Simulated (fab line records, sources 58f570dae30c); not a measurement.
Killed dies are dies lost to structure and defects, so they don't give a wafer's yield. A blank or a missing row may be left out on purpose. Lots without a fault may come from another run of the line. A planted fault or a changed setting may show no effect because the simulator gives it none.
Which tool did it? | flow berkeley_cmos170 | 14 lots, 42 wafers sampled, at 5 steps of a route of 331

WHAT THE GAUGES READ, wafer by wafer
UCB170_WELLDRIVE_THK_MEAS_02.
lot  | measured    | on            | WELLDRIVE_OXIDE_THK (nm)
L395 | day 4 05:02 | film_metro-02 | 197.6 196.7 201.0
L397 | day 4 13:39 | film_metro-01 | 205.6 202.8 202.7
L398 | day 4 13:40 | film_metro-02 | 194.9 200.5 196.2
L399 | day 4 13:43 | film_metro-02 | 197.8 202.4 202.3
L401 | day 5 04:05 | film_metro-04 | 198.5 199.8 195.3
L402 | day 5 04:07 | film_metro-02 | 193.6 197.5 197.7
L403 | day 5 04:05 | film_metro-01 | 200.4 197.3 198.9
L404 | day 5 23:39 | film_metro-01 | 195.5 199.9 195.1
L405 | day 6 09:08 | film_metro-01 | 199.1 197.3 198.5
L406 | day 6 16:53 | film_metro-02 | 174.7 173.6 176.1
L407 | day 6 16:54 | film_metro-04 | 176.0 175.7 175.2
L408 | day 6 22:20 | film_metro-04 | 203.8 201.1 202.8
L416 | day 8 06:54 | film_metro-04 | 197.7 199.6 198.8
L417 | day 8 06:53 | film_metro-02 | 200.3 197.5 201.5

UCB170_NSD_OVL_MEAS_07.
lot  | measured     | on         | NSD_OVL (nm)
L395 | day 8 08:20  | overlay-02 | 4 11 10
L397 | day 8 17:50  | overlay-02 | 1 2 5
L398 | day 8 18:19  | overlay-02 | 12 0 9
L399 | day 8 18:34  | overlay-02 | -5 -5 -8
L401 | day 9 06:53  | overlay-02 | 11 -1 4
L402 | day 9 06:31  | overlay-02 | -3 3 5
L403 | day 9 07:07  | overlay-02 | -8 -1 -1
L404 | day 10 01:23 | overlay-01 | -11 -5 -13
L405 | day 10 01:38 | overlay-02 | 12 6 2
L406 | day 10 17:07 | overlay-01 | 3 3 -1
L407 | day 10 17:22 | overlay-01 | -4 -4 -2
L408 | day 10 17:38 | overlay-01 | -1 3 -3
L416 | day 12 13:20 | overlay-02 | 2 2 7
L417 | day 12 12:59 | overlay-02 | 0 -8 -1

UCB170_M3_CD_MEAS_15: target cd 700 nm.
lot  | measured     | on        | cd_nm (nm)
L395 | day 9 10:34  | cd_sem-02 | 699.5 700.1 701.6
L397 | day 9 18:26  | cd_sem-02 | 703.2 702.4 702.6
L398 | day 9 20:22  | cd_sem-02 | 699.1 699.4 697.6
L399 | day 9 22:17  | cd_sem-02 | 701.7 699.6 700.8
L401 | day 10 08:23 | cd_sem-01 | 700.0 698.4 699.8
L402 | day 10 09:26 | cd_sem-01 | 699.0 700.6 700.4
L403 | day 10 10:31 | cd_sem-01 | 699.7 699.9 700.5
L404 | day 11 07:11 | cd_sem-02 | 702.5 701.7 701.2
L405 | day 11 06:45 | cd_sem-02 | 699.1 699.9 699.1
L406 | day 12 00:01 | cd_sem-02 | 700.8 699.2 701.1
L407 | day 12 01:57 | cd_sem-01 | 701.3 701.4 700.7
L408 | day 12 01:34 | cd_sem-01 | 698.1 697.5 698.3
L416 | day 14 01:09 | cd_sem-01 | 700.2 700.7 700.7
L417 | day 13 19:56 | cd_sem-01 | 700.5 700.0 700.0

WHICH TOOL RAN EACH LOT (tool, then ch and the chambers of the sampled wafers, then the start)
lot  | UCB170_WELLDRIVE_OXIDATION_01 | UCB170_M1_SPUTTER_00
L395 | furnace-02 ch 0, day 4 01:32  | pvd_sputter-02, day 8 15:23
L397 | furnace-01 ch 0, day 4 10:09  | pvd_sputter-01, day 9 01:25
L398 | furnace-01 ch 0, day 4 10:09  | pvd_sputter-02, day 9 02:09
L399 | furnace-01 ch 0, day 4 10:09  | pvd_sputter-01, day 9 05:32
L401 | furnace-01 ch 0, day 5 00:35  | pvd_sputter-02, day 9 19:20
L402 | furnace-01 ch 0, day 5 00:35  | pvd_sputter-01, day 9 19:34
L403 | furnace-01 ch 0, day 5 00:35  | pvd_sputter-02, day 9 19:56
L404 | furnace-02 ch 0, day 5 20:08  | pvd_sputter-02, day 10 08:22
L405 | furnace-02 ch 0, day 6 05:38  | pvd_sputter-02, day 10 08:29
L406 | furnace-02 ch 0, day 6 13:23  | pvd_sputter-02, day 11 04:32
L407 | furnace-02 ch 0, day 6 13:23  | pvd_sputter-01, day 11 04:32
L408 | furnace-04 ch 0, day 6 18:50  | pvd_sputter-02, day 11 07:40
L416 | furnace-04 ch 0, day 8 03:23  | pvd_sputter-01, day 13 04:29
L417 | furnace-04 ch 0, day 8 03:23  | pvd_sputter-04, day 13 01:51
- UCB170_WELLDRIVE_OXIDATION_01: target thk 199 nm, ox time 9000 s.
- UCB170_M1_SPUTTER_00: material Al, target thk 600 nm, time 80 s.

WHAT THE TOOLS THEMSELVES READ (means of the sampled wafers that have a number; where no wafer has one, the mark that the record gives instead)
UCB170_WELLDRIVE_OXIDATION_01.
lot  | tool       | spike_tc_centre_C (C) | spike_tc_load_C (C) | spike_tc_source_C (C) | tube_center_temp_C (C) | tube_center_temp_C_max | zone_power_centre_pct (%) | zone_power_source_pct (%)
L395 | furnace-02 | 1104.7                | 1133                | 1127.5                | 1100                   | 1102.9                 | 48.9                      | 47.2
L397 | furnace-01 | 1101.2                | 1126                | 1126.0                | 1100                   | 1102.5                 | 46.2                      | 40.4
L398 | furnace-01 | 1101.5                | 1125                | 1126.4                | 1100                   | 1103.1                 | 47.1                      | 39.8
L399 | furnace-01 | 1101.4                | 1126                | 1126.5                | 1100                   | 1102.5                 | 46.4                      | 39.3
L401 | furnace-01 | 1102.1                | 1125                | 1126.7                | 1100                   | 1102.9                 | 47.2                      | 39.9
L402 | furnace-01 | 1102.3                | 1125                | 1125.7                | 1100                   | 1103.8                 | 46.0                      | 39.4
L403 | furnace-01 | 1102.6                | 1126                | 1126.1                | 1100                   | 1103.1                 | 46.6                      | 39.6
L404 | furnace-02 | 1104.1                | 1133                | 1127.7                | 1100                   | 1102.9                 | 48.9                      | 47.5
L405 | furnace-02 | 1104.7                | 1134                | 1128.8                | 1100                   | 1103.0                 | 48.7                      | 47.7
L406 | furnace-02 | 1083.6                | 1113                | 1107.8                | 1080                   | 1082.9                 | 48.1                      | 45.4
L407 | furnace-02 | 1083.5                | 1113                | 1106.3                | 1080                   | 1083.1                 | 47.7                      | 45.2
L408 | furnace-04 | 1103.7                | 1124                | 1129.0                | 1100                   | 1103.5                 | 51.8                      | 40.3
L416 | furnace-04 | 1102.8                | 1124                | 1128.1                | 1100                   | 1102.8                 | 52.4                      | 40.8
L417 | furnace-04 | 1104.0                | 1124                | 1128.4                | 1100                   | 1102.8                 | 52.7                      | 40.7

UCB170_M1_SPUTTER_00.
lot  | tool           | throttle_valve_pct (%)
L395 | pvd_sputter-02 | 30.9
L397 | pvd_sputter-01 | 30.6
L398 | pvd_sputter-02 | 31.1
L399 | pvd_sputter-01 | 30.7
L401 | pvd_sputter-02 | 29.9
L402 | pvd_sputter-01 | 30.5
L403 | pvd_sputter-02 | 30.5
L404 | pvd_sputter-02 | 30.1
L405 | pvd_sputter-02 | 30.3
L406 | pvd_sputter-02 | 31.5
L407 | pvd_sputter-01 | 30.8
L408 | pvd_sputter-02 | 30.8
L416 | pvd_sputter-01 | 30.7
L417 | pvd_sputter-04 | 30.0

THE ANSWER, worked out from the rows above alone
Rule: what is usual is taken from the lots themselves. Put in order of their means at a reading, lots are off if they are a third of the lots or fewer, leave a main group of 4 or more, and stand apart from it by a gap of 3 or more times the standard deviation of the main group's means; of several such gaps the widest counts. A main group whose means are all the same, to the digits that the tables above print for the reading, isn't used. A lot without any number at a reading at which 4 lots or more have one is off too. The other lots that the step has rows for count as sound. The gauges are gone through in route order, then the tools' own readings, and for those a lot's mean is taken as printed above. The first step at which some lot is off is used, and at that step the reading that is off furthest; a lot without a number counts as furthest.
Off: L406, L407, at UCB170_WELLDRIVE_THK_MEAS_02 (WELLDRIVE_OXIDE_THK). The main group: mean 199.1 nm, standard deviation 2.2.
A tool fits if, at a process step before that reading, it ran every lot that is off, and no sound lot after the first of them. The gauges at UCB170_WELLDRIVE_THK_MEAS_02 aren't tried: what is off there is off at UCB170_WELLDRIVE_OXIDATION_01 too, on other tools, and a gauge's error can't cause that. One fits: furnace-02 at UCB170_WELLDRIVE_OXIDATION_01. Its last sound lot is L405 (day 6 05:38), its first lot that is off L406 (day 6 13:23): a fault that began between those two fits.
The tool's own readings at UCB170_WELLDRIVE_OXIDATION_01 bear it out: on the lots that are off they differ by more than 5 times the standard deviation of the sound lots' means. spike_tc_centre_C reads 1083.5 C there against 1102.9 C on the sound lots; spike_tc_source_C reads 1107.0 C there against 1127.2 C on the sound lots; tube_center_temp_C reads 1080 C there against 1100 C on the sound lots; tube_center_temp_C_max reads 1083.0 there against 1103.0 on the sound lots.

WHAT THE SIMULATOR HAD PUT IN
Process parameter drift: furnace-02, from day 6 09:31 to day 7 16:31, at UCB170_WELLDRIVE_OXIDATION_01. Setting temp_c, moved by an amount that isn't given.
Lots struck among those shown: L406, L407. The rule above found the same.
